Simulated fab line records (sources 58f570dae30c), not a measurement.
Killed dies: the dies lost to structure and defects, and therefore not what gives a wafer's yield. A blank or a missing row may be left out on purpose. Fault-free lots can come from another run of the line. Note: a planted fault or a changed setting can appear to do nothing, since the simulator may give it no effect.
Comparing a struck lot with a sound one    flow berkeley-cmos170    18 steps out of a route of 331
Sound: these wafers, L790.1, L790.2, L790.4. Wafers struck: L800.1, L800.4, L800.6. The cause comes at the end.
At each step with rows: each side's tool, then ch and its chambers, then its first start. Under that, the readings that differ: sound wafers    struck wafers    difference of the means    sigmas: that difference in standard deviations of wafers without a fault.
alike: words and numbers the same on both sides, and readings whose means are apart by under 2 such deviations; not compared: readings that were withheld, readings missing a value for some wafer, numbers with overlapping values and no deviation given by the record, and bounds like >300 which may hide the same value.
A row with sigmas, a row that says differs or no value, or rows on one side alone: a step with any of these is where the two part. Non-overlapping numbers with no deviation appear without sigmas and do not part them. A reading missing from all wafers of one side parts the sides only when that side holds two or more wafers.

first, 2 steps without rows for these wafers: UCB170_GATE_PEB_10; UCB170_GATE_DEVELOP_11 (develop time 45 s).
UCB170_GATE_CD_MEAS_12: target cd 350 nm.
  struck on cd-sem-01, day 10 00:06; sound on cd-sem-01, day 7 19:56
  alike: cd-nm
UCB170_GATE_OVL_MEAS_13:
  struck on overlay-02, day 10 00:13; sound on overlay-01, day 7 20:04
  alike: GATE_OVL
UCB170_GATE_ETCH_14: etches BARC in N2/H2.
  sound on rie-diel-02 ch 2,3, day 7 20:05; struck on rie-diel-04 ch 1,2,3, day 10 00:15
  alike: drypump-motor-current-A, n2-flow-sccm, oes-product-au, throttle-valve-pct
UCB170_GATE_ETCH_15: etches poly-Si in HBr/Cl2, stops on SiO2, time 56.3 s, target depth 278.2 nm.
  sound on rie-si-02 ch 0,1,3, day 7 20:08; struck on rie-si-02 ch 0,1,2, day 10 00:18
  alike: drypump-motor-current-A, oes-product-au, throttle-valve-pct
  not compared: rf-hours-counter-h
UCB170_GATE_STRIP_16: strips in O2.
  sound on plasma-asher-02 ch 0,1, day 7 20:11; struck on plasma-asher-03 ch 0,1, day 10 00:20
  alike: drypump-motor-current-A, oes-product-au
  not compared: rf-hours-counter-h
UCB170_GATE_CD_MEAS_90: target cd 350 nm.
  struck on cd-sem-02, day 10 00:26; sound on cd-sem-01, day 7 20:17
  alike: cd-nm
then, 4 steps without rows for these wafers: UCB170_GATE_CLEAN_17 (cleans in SPM, time 600 s); UCB170_PLDD_HMDS_00 (prime time 60 s); UCB170_PLDD_COAT_01 (resist thk 900 nm); UCB170_PLDD_SOFTBAKE_02 (time 60 s).
UCB170_PLDD_EXPOSE_03: exposes mask PSELECT, target cd 1200 nm.
  sound on krf-scanner-01 ch 0, day 7 21:22; struck on krf-scanner-02 ch 0, day 10 01:22
reading               sound              struck             difference  sigmas
exposure-dose-mJ-cm2  29.95 29.99 29.99  28.56 28.48 28.55  -1.45       -47
  alike: mask
then, 2 steps without rows for these wafers: UCB170_PLDD_PEB_04; UCB170_PLDD_DEVELOP_05 (develop time 45 s).
UCB170_PLDD_CD_MEAS_06: target cd 1200 nm.
  struck on cd-sem-01, day 10 01:45; sound on cd-sem-02, day 7 21:45
reading     sound                 struck                difference  sigmas
cd-nm (nm)  1199.4 1199.2 1198.2  1191.6 1191.5 1192.2  -7.2        -6
UCB170_PLDD_OVL_MEAS_07:
  struck on overlay-02, day 10 01:52; sound on overlay-02, day 7 21:52
  alike: PLDD_OVL
UCB170_M3_PROBE_99:
  record: rows for the struck wafers here (prober-02, day 11 15:25), none for the sound ones

WHERE THEY PART
First at UCB170_PLDD_EXPOSE_03; last, within this record, at UCB170_M3_PROBE_99.

WHY: the cause the simulator had injected
Process parameters drifting: krf-scanner-02 at UCB170_PLDD_EXPOSE_03, beginning at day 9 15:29. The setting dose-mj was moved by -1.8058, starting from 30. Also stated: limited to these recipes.
